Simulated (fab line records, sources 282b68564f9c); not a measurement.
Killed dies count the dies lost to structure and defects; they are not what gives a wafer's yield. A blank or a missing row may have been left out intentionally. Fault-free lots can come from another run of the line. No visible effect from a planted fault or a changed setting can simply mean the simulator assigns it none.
Code-filled problem report in 8D (eight disciplines) form || flow rit_cmos || the parts of the form that need people (team, actions taken, sign-off) are left out

== 1. WHAT WENT WRONG ==
At RIT_PSD_HARDBAKE_07, heater_power_total_W averages 60.92 W over 6 wafers from 2 lots, while fault-free wafers read 62.55 W, standard deviation 0.045. That is -36 standard deviations from the usual mean.
The step: time 60 s.
First observed at day 6 08:37: wafer L238.2, on litho_track-04. At this step, 42 wafers from 14 lots have a number in the record. Rule for "out", or "out of limits": more than 4 standard deviations from the usual mean. All remaining wafers that have a number are taken as sound.

== 2. WHAT IT IS, WHAT IT ISN'T ==
{"question": "which readings at this step", "is": "heater_power_total_W, plate_temp_C", "is not": "chill_plate_temp_C"}
{"question": "which lots", "is": "L238, L239", "is not": "L223, L224, L225, L227, L231, L232, L233, L234, L240, L242, L245, L246"}
{"question": "which wafers of those lots", "is": "all that have a number", "is not": "-"}
{"question": "read on which tools", "is": "litho_track-04", "is not": "litho_track-01, litho_track-03"}
{"question": "when", "is": "from day 6 08:37", "is not": "up to then (24 sound wafers); but 12 sound wafers of L240, L242, L245, L246 came after"}

== 3. SUSPECTS, AND WHAT RULES EACH OUT ==
Counting: a tool at a process step up to the reading stays a suspect if it ran every lot that is out and no sound lot after the first of them.
- litho_track-04 at RIT_PSD_HARDBAKE_07 (time 60 s): kept. Every lot that is out went through it, starting with L238 (day 6 08:37), and after that it ran no sound lot; the last sound lot it ran before then is L231 (day 4 23:40). Its own heater_power_total_W, plate_temp_C readings are out on those wafers.
Remaining after the count: litho_track-04 at RIT_PSD_HARDBAKE_07.

== 4. THE CAUSE (what the simulator had put in) ==
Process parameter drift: litho_track-04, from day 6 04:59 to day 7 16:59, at RIT_PSD_HARDBAKE_07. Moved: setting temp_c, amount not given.
Only this tool survived the counting.

== 5. SEQUENCE OF EFFECTS, ordered by route ==
Each row: a reading whose mean over the struck wafers that have a number lies more than 3 standard deviations from the usual. Only readings for which the record gives a usual standard deviation are gone through. hours: the time from each lot's start at the first step in this table that gives one to its start at this step, as a median over the lots. sigmas: the change in usual standard deviations.
{"hours": 0, "step": "RIT_PSD_HARDBAKE_07", "reading": "heater_power_total_W", "usual": "62.55 W", "on struck wafers": 60.92, "change": -1.63, "sigmas": -36}
{"hours": 0, "step": "RIT_PSD_HARDBAKE_07", "reading": "plate_temp_C", "usual": "140.01 C", "on struck wafers": 137.20, "change": -2.81, "sigmas": -20}
Here are the process steps it includes:
- RIT_PSD_HARDBAKE_07: time 60 s.

== 6. WHAT WOULD HAVE CAUGHT IT SOONER ==
In this record the first reading out of limits was taken at day 6 08:37, 4 hours after the fault began at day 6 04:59.
